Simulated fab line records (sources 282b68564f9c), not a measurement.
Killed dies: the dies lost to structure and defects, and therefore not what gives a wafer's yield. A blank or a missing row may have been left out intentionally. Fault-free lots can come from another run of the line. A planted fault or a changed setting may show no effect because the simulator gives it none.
fab line records -- flow rit_cmos
record lots=14, wafers=42, last_day=6
route steps=202 shown NSD@139 M1@202
lots with no fault: from the same line, run without faults
start_h: the number of hours between the record's first day and the start of the first shown wafer of the lot -- wait_h: hours since the lot's step before -- " the same as in the row above -- L1.1+2: one row covering several wafers at once -- - no value present, or no start provided -- * or withheld: withheld -- < > ~ a bound
route shown NAME@n: a module of which the file shows steps, and the number in the route of the first -- usual: average and standard deviation across the fault-free wafers -- same: alike in all rows -- chamber/n: place in a boat -- sites: readings site by site -- _std_site: the standard deviation of these -- _edge_site: the outer-site mean with the inner-site mean subtracted -- radius_mm: for every site, how far away it sits from the centre of the wafer -- mask NAME#n: copy n -- behind: the most recent tool/chamber to have shaped the wafer -- hold: why the lot was held/for how many hours/how that ended -- device: the transistor (n, p or np) that didn't switch -- end of line: the same wafers' tests at the end of the route -- where a step has no rows: the recipe by itself -- killed: dies that structure and defects cost at the first sort, which is not the same as the wafer's yield -- map: dies across one wafer; x = killed, . = not, _ = none there
set.NAME: the setting the step ran with; set.NAME@STEP: the setting that earlier step ran with -- model.NAME: the simulator's own value behind a step, which no gauge read
one table for each step of the route and one row for each wafer, over a sample of lots
services: when a tool's chamber went out of use (start_h, in hours from the record's first day, below 0 if earlier), for how many hours, and the reason
## steps
# step RIT_NSD_IMPLANT_08
# recipe species=P, energy_kev=25, dose_cm2=1e+15, tilt_deg=7
# usual dose_ions_cm2=9.999e+14/1.1e+12, end_station_pressure_torr=7.5e-06/3.9e-07, faraday_current_uA=3136/63, tilt_deg=6.994/0.019
lot.wafer,tool,chamber,start_h,wait_h,dose_ions_cm2,end_station_pressure_torr,faraday_current_uA,tilt_deg
L673.3,implanter-01,0,52.34,0.1,9.986e+14,8.3e-06,3102,7.013
L673.4,implanter-01,0,52.34,0.1,9.984e+14,7.7e-06,3110,7.031
L673.5,implanter-01,0,52.34,0.1,1.0016e+15,7.7e-06,3296,6.997
L674.2,implanter-04,0,55.39,0.1,9.996e+14,6.9e-06,3108,7.025
L674.4,implanter-04,0,55.39,0.1,1.0013e+15,7.7e-06,3108,7.000
L674.6,implanter-04,0,55.39,0.1,1.0004e+15,7.9e-06,3049,6.991
L675.1,implanter-03,0,59.33,0.1,9.998e+14,7.4e-06,3204,6.970
L675.3,implanter-03,0,59.33,0.1,9.967e+14,7.8e-06,3108,6.977
L675.6,implanter-03,0,59.33,0.1,1.001e+15,7.7e-06,3060,6.983
L676.2,implanter-03,0,65.85,0.1,9.984e+14,7e-06,3127,6.966
L676.3,implanter-03,0,65.85,0.1,9.986e+14,8e-06,3183,6.980
L676.5,implanter-03,0,65.85,0.1,9.979e+14,7.6e-06,3167,6.994
L678.1,implanter-04,0,74.41,0.1,1.0013e+15,8.1e-06,3201,7.020
L678.5,implanter-04,0,74.41,0.1,9.993e+14,7.4e-06,3183,6.995
L678.6,implanter-04,0,74.41,0.1,1.0009e+15,7.4e-06,3163,7.039
L682.2,implanter-04,0,93.25,0.1,5.63e+14,6.2e-06,1836,6.993
L682.4,implanter-04,0,93.25,0.1,5.634e+14,5.6e-06,1768,6.958
L682.6,implanter-04,0,93.25,0.1,5.614e+14,6.6e-06,1771,7.017
L683.1,implanter-04,0,101.34,0.1,5.635e+14,6.5e-06,1715,7.013
L683.2,implanter-04,0,101.34,0.1,5.626e+14,5.9e-06,1751,6.978
L683.4,implanter-04,0,101.34,0.1,5.624e+14,6.1e-06,1765,6.989
L684.1,implanter-03,0,105.14,0.1,1.0011e+15,7.3e-06,3231,6.989
L684.4,implanter-03,0,105.14,0.1,1.0012e+15,6.7e-06,3185,6.981
L684.6,implanter-03,0,105.14,0.1,1.0005e+15,7.4e-06,3249,6.988
L685.2,implanter-01,0,108.62,0.1,9.997e+14,7.3e-06,3132,7.028
L685.4,implanter-01,0,108.62,0.1,9.98e+14,6.9e-06,3070,7.039
L685.5,implanter-01,0,108.62,0.1,9.984e+14,7.5e-06,3068,6.988
L686.1,implanter-01,0,113.38,0.1,9.999e+14,7.7e-06,2999,6.994
L686.2,implanter-01,0,113.38,0.1,1.0008e+15,8e-06,3224,6.987
L686.5,implanter-01,0,113.38,0.1,1.0003e+15,7.2e-06,3212,7.005
L687.3,implanter-03,0,118.38,0.1,1.0015e+15,7.2e-06,3165,6.984
L687.4,implanter-03,0,118.38,0.1,9.99e+14,7.4e-06,3152,6.982
L687.6,implanter-03,0,118.38,0.1,1.0002e+15,7.8e-06,3112,7.019
L689.3,implanter-03,0,128.83,0.1,9.981e+14,7.9e-06,3272,6.966
L689.4,implanter-03,0,128.83,0.1,1.0005e+15,7.7e-06,3159,6.994
L689.6,implanter-03,0,128.83,0.1,9.981e+14,7.9e-06,3135,6.982
L690.1,implanter-03,0,132.92,0.1,1.001e+15,7.4e-06,3217,6.992
L690.2,implanter-03,0,132.92,0.1,1.0006e+15,7.5e-06,3193,6.997
L690.3,implanter-03,0,132.92,0.1,1.0004e+15,7.3e-06,2999,6.977
L691.1,implanter-03,0,137.35,0.1,1.0001e+15,7.1e-06,3052,6.936
L691.5,implanter-03,0,137.35,0.1,9.99e+14,7.8e-06,3116,6.965
L691.6,implanter-03,0,137.35,0.1,1.0006e+15,7.1e-06,3060,6.990
# step RIT_NSD_TW_MEAS_10
# usual NSD_TW=3129/32
lot.wafer,tool,chamber,start_h,wait_h,hold,NSD_TW
L673.3,film_metro-04,-,52.63,0.1,-,3194
L673.4,film_metro-04,-,52.63,0.1,-,3173
L673.5,film_metro-04,-,52.63,0.1,-,3163
L674.2,film_metro-04,-,55.70,0.1,-,3181
L674.4,film_metro-04,-,55.70,0.1,-,3173
L674.6,film_metro-04,-,55.70,0.1,-,3171
L675.1,film_metro-04,-,59.66,0.1,-,3173
L675.3,film_metro-04,-,59.66,0.1,-,3171
L675.6,film_metro-04,-,59.66,0.1,-,3165
L676.2,film_metro-01,-,66.16,0.1,-,3116
L676.3,film_metro-01,-,66.16,0.1,-,3108
L676.5,film_metro-01,-,66.16,0.1,-,3089
L678.1,film_metro-01,-,74.73,0.1,-,3104
L678.5,film_metro-01,-,74.73,0.1,-,3094
L678.6,film_metro-01,-,74.73,0.1,-,3099
L682.2,film_metro-01,-,93.56,0.1,await_dispo/0.2h/release,2723
L682.4,film_metro-01,-,93.56,0.1,await_dispo/0.2h/release,2716
L682.6,film_metro-01,-,93.56,0.1,await_dispo/0.2h/release,2715
L682.2,film_metro-01,-,93.78,0.2,-,2717
L682.4,film_metro-01,-,93.78,0.2,-,2717
L682.6,film_metro-01,-,93.78,0.2,-,2722
L683.1,film_metro-04,-,101.67,0.1,await_dispo/0.2h/release,2751
L683.2,film_metro-04,-,101.67,0.1,await_dispo/0.2h/release,2741
L683.4,film_metro-04,-,101.67,0.1,await_dispo/0.2h/release,2744
L683.1,film_metro-04,-,101.89,0.2,-,2743
L683.2,film_metro-04,-,101.89,0.2,-,2759
L683.4,film_metro-04,-,101.89,0.2,-,2759
L684.1,film_metro-02,-,105.47,0.1,-,3159
L684.4,film_metro-02,-,105.47,0.1,-,3145
L684.6,film_metro-02,-,105.47,0.1,-,3126
L685.2,film_metro-01,-,108.93,0.1,-,3088
L685.4,film_metro-01,-,108.93,0.1,-,3085
L685.5,film_metro-01,-,108.93,0.1,-,3097
L686.1,film_metro-04,-,113.80,0.1,-,3164
L686.2,film_metro-04,-,113.80,0.1,-,3164
L686.5,film_metro-04,-,113.80,0.1,-,3143
L687.3,film_metro-02,-,118.68,0.1,-,3137
L687.4,film_metro-02,-,118.68,0.1,-,3138
L687.6,film_metro-02,-,118.68,0.1,-,3155
L689.3,film_metro-01,-,129.13,0.1,-,3089
L689.4,film_metro-01,-,129.13,0.1,-,3097
L689.6,film_metro-01,-,129.13,0.1,-,3101
L690.1,film_metro-01,-,133.25,0.1,-,3108
L690.2,film_metro-01,-,133.25,0.1,-,3097
L690.3,film_metro-01,-,133.25,0.1,-,3092
L691.1,film_metro-01,-,137.68,0.1,-,3096
L691.5,film_metro-01,-,137.68,0.1,-,3097
L691.6,film_metro-01,-,137.68,0.1,-,3104
# step RIT_SDANNEAL_RS_MEAS_05
# recipe thk_meas_gauge=four-point-probe
# usual NSD_RS=84.7/0.3
lot.wafer,tool,chamber,start_h,wait_h,hold,NSD_RS[ohm/sq]
L673.3,film_metro-01,-,54.80,0.1,-,84.5
L673.4,film_metro-01,-,54.80,0.1,-,84.8
L673.5,film_metro-01,-,54.80,0.1,-,84.7
L674.2,film_metro-01,-,58.02,0.1,-,84.7
L674.4,film_metro-01,-,58.02,0.1,-,84.5
L674.6,film_metro-01,-,58.02,0.1,-,84.7
L675.1,film_metro-04,-,61.71,0.1,-,84.7
L675.3,film_metro-04,-,61.71,0.1,-,84.6
L675.6,film_metro-04,-,61.71,0.1,-,84.5
L676.2,film_metro-04,-,68.23,0.1,-,84.5
L676.3,film_metro-04,-,68.23,0.1,-,84.1
L676.5,film_metro-04,-,68.23,0.1,-,84.2
L678.1,film_metro-04,-,76.84,0.1,-,84.7
L678.5,film_metro-04,-,76.84,0.1,-,85.1
L678.6,film_metro-04,-,76.84,0.1,-,85.0
L682.2,film_metro-04,-,103.74,0.1,await_dispo/0.2h/release,133.3
L682.4,film_metro-04,-,103.74,0.1,await_dispo/0.2h/release,133.9
L682.6,film_metro-04,-,103.74,0.1,await_dispo/0.2h/release,133.8
L682.2,film_metro-04,-,104.02,0.3,-,133.0
L682.4,film_metro-04,-,104.02,0.3,-,133.8
L682.6,film_metro-04,-,104.02,0.3,-,134.2
L683.1,film_metro-02,-,106.03,0.1,await_dispo/0.2h/release,135.4
L683.2,film_metro-02,-,106.03,0.1,await_dispo/0.2h/release,135.4
L683.4,film_metro-02,-,106.03,0.1,await_dispo/0.2h/release,135.5
L683.1,film_metro-02,-,106.32,0.3,-,135.6
L683.2,film_metro-02,-,106.32,0.3,-,135.5
L683.4,film_metro-02,-,106.32,0.3,-,135.4
L684.1,film_metro-04,-,107.49,0.1,-,84.7
L684.4,film_metro-04,-,107.49,0.1,-,84.6
L684.6,film_metro-04,-,107.49,0.1,-,84.4
L685.2,film_metro-04,-,111.23,0.1,-,84.4
L685.4,film_metro-04,-,111.23,0.1,-,84.4
L685.5,film_metro-04,-,111.23,0.1,-,85.0
L686.1,film_metro-02,-,115.83,0.1,-,85.2
L686.2,film_metro-02,-,115.83,0.1,-,85.0
L686.5,film_metro-02,-,115.83,0.1,-,84.9
L687.3,film_metro-04,-,120.78,0.1,-,84.5
L687.4,film_metro-04,-,120.78,0.1,-,84.8
L687.6,film_metro-04,-,120.78,0.1,-,84.6
L689.3,film_metro-02,-,131.23,0.1,-,85.0
L689.4,film_metro-02,-,131.23,0.1,-,84.8
L689.6,film_metro-02,-,131.23,0.1,-,85.0
L690.1,film_metro-01,-,135.31,0.1,-,84.8
L690.2,film_metro-01,-,135.31,0.1,-,84.8
L690.3,film_metro-01,-,135.31,0.1,-,85.1
L691.1,film_metro-02,-,139.91,0.1,-,84.7
L691.5,film_metro-02,-,139.91,0.1,-,84.4
L691.6,film_metro-02,-,139.91,0.1,-,84.4
# step RIT_M1_PROBE_99
# usual defect_limited_yield=97.4/1.2, killed_at_M0_to_M3=0.0/0.14, killed_at_front_end=7/3.2, killed_dies=7/3.2, killed_open=3.2/2.1, killed_short=3.7/2.1, sort_bin_3_pad_short=0.1/0.2, sort_bin_5_function=1.5/0.79, sort_bin_6_memory=1.0/0.68, sort_n_pass=257/3.2, sort_yield_pct=97.4/1.2
# same gross_dies=264, killed_at_M4_up=0, killed_at_back_side=0, killed_at_contacts=0, killed_at_other=0
lot.wafer,tool,chamber,start_h,wait_h,defect_limited_yield[%],killed_at_M0_to_M3,killed_at_front_end,killed_dies,killed_open,killed_short,sort_bin_3_pad_short[%],sort_bin_5_function[%],sort_bin_6_memory[%],sort_n_pass,sort_yield_pct[%]
L674.2,prober-01,-,65.57,0.1,97.7,0,6,6,3,3,0,1.1,1.1,258,97.7
L674.4,prober-01,-,65.67,0.2,98.1,0,5,5,1,4,0,0.8,1.1,259,98.1
L674.6,prober-01,-,65.77,0.2,98.9,0,3,3,2,1,0,1.1,0,261,98.9
L685.2,prober-02,-,119.67,0.1,98.5,0,4,4,1,3,0,1.5,0,260,98.5
L685.4,prober-02,-,119.77,0.2,97.7,1,5,6,5,1,0.4,1.1,0.8,258,97.7
L685.5,prober-02,-,119.82,0.2,95.8,0,11,11,5,6,0.4,2.3,1.5,253,95.8
L686.1,prober-01,-,123.67,0.1,98.1,0,5,5,2,3,0,1.9,0,259,98.1
L686.2,prober-01,-,123.72,0.1,97.3,0,7,7,3,4,0.4,2.3,0,257,97.3
L686.5,prober-01,-,123.87,0.2,97.7,0,6,6,3,3,0,1.9,0.4,258,97.7
L687.3,prober-02,-,128.15,0.2,98.9,0,3,3,3,0,0,0.8,0.4,261,98.9
L687.4,prober-02,-,128.20,0.2,99.2,0,2,2,2,0,0,0.8,0,262,99.2
L687.6,prober-02,-,128.30,0.2,99.6,0,1,1,0,1,0,0.4,0,263,99.6
L690.1,prober-01,-,142.61,0.1,98.1,0,5,5,3,2,0,0.4,1.5,259,98.1
L690.2,prober-01,-,142.66,0.1,97.3,0,7,7,3,4,0.4,1.5,0.8,257,97.3
L690.3,prober-01,-,142.71,0.2,98.5,0,4,4,2,2,0,0.8,0.8,260,98.5
# killed by level:class
L674.2 REOX:geometric_particle:open=2 FOX2:geometric_particle:short=1 REOX:geometric_particle:short=1 SPACER:geometric_particle:open=1 SPACER:geometric_particle:short=1
L674.4 FOX1:geometric_particle:short=1 FOX2:geometric_particle:short=1 GATE:geometric_particle:short=1 GATE:geometric_particle:open=1 SPACER:geometric_particle:short=1
L674.6 FOX2:geometric_particle:open=2 REOX:geometric_particle:short=1
L685.2 GATE:geometric_particle:short=2 GATE:geometric_particle:open=1 REOX:geometric_particle:short=1
L685.4 GATE:geometric_particle:open=3 FOX2:geometric_particle:open=2 M1:geometric_particle:short=1
L685.5 FOX1:geometric_particle:open=3 REOX:geometric_particle:short=3 GATE:geometric_particle:open=2 GATE:geometric_particle:short=2 FOX1:geometric_particle:short=1
L686.1 REOX:geometric_particle:short=3 FOX2:geometric_particle:open=1 SILICIDE:geometric_particle:open=1
L686.2 FOX2:geometric_particle:short=2 GATE:geometric_particle:open=2 FOX1:geometric_particle:open=1 GATE:geometric_particle:short=1 SPACER:geometric_particle:short=1
L686.5 SPACER:geometric_particle:short=2 FOX1:geometric_particle:open=1 FOX2:geometric_particle:open=1 GATE:geometric_particle:short=1 GATE:geometric_particle:open=1
L687.3 GATE:geometric_particle:open=2 SILICIDE:geometric_particle:open=1
L687.4 FOX2:geometric_particle:open=1 SPACER:geometric_particle:open=1
L687.6 FOX2:geometric_particle:short=1
L690.1 FOX1:geometric_particle:open=1 GATE:geometric_particle:open=1 GATE:geometric_particle:short=1 REOX:geometric_particle:short=1 SILICIDE:geometric_particle:open=1
L690.2 GATE:geometric_particle:short=2 REOX:geometric_particle:open=2 REOX:geometric_particle:short=1 SPACER:geometric_particle:short=1 SILICIDE:geometric_particle:open=1
L690.3 SILICIDE:geometric_particle:open=2 REOX:geometric_particle:short=1 SILICIDE:geometric_particle:short=1
## services
tool,chamber,start_h,hours,kind
implanter-01,-,46.12,1.4,repair
implanter-03,-,72.09,3.0,pm
implanter-04,-,84.53,8.6,pm
implanter-04,-,133.93,5.2,pm
## key
first_sign step=RIT_NSD_IMPLANT_08, reading=dose_ions_cm2, direction=down, sigmas=99+, usual=9.999e+14, struck=5.627e+14
effect step=RIT_NSD_IMPLANT_08, reading=faraday_current_uA, direction=down, sigmas=22, usual=3136, struck=1767
effect step=RIT_NSD_TW_MEAS_10, reading=visit, direction=added
effect step=RIT_NSD_TW_MEAS_10, reading=NSD_TW, direction=down, sigmas=12, usual=3129, struck=2732
effect step=RIT_SDANNEAL_RS_MEAS_05, reading=visit, direction=added
effect step=RIT_SDANNEAL_RS_MEAS_05, reading=NSD_RS, direction=up, sigmas=99+, usual=84.7, struck=134.5
met_at RIT_NSD_IMPLANT_08
struck_lots L682,L683
scrapped_behind RIT_SDANNEAL_RS_MEAS_05 L682.2,L682.4,L682.6,L683.1,L683.2,L683.4
onset_between 74.41 93.25
fault kind=process_parameter_drift, tool=implanter-04, chamber=-, onset_h=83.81, steps=RIT_NSD_IMPLANT_08, channel=dose_cm2, offset=-4.3707e+14, shape=step, end_h=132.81, acts_in=these_recipes_only, stated=1e+15
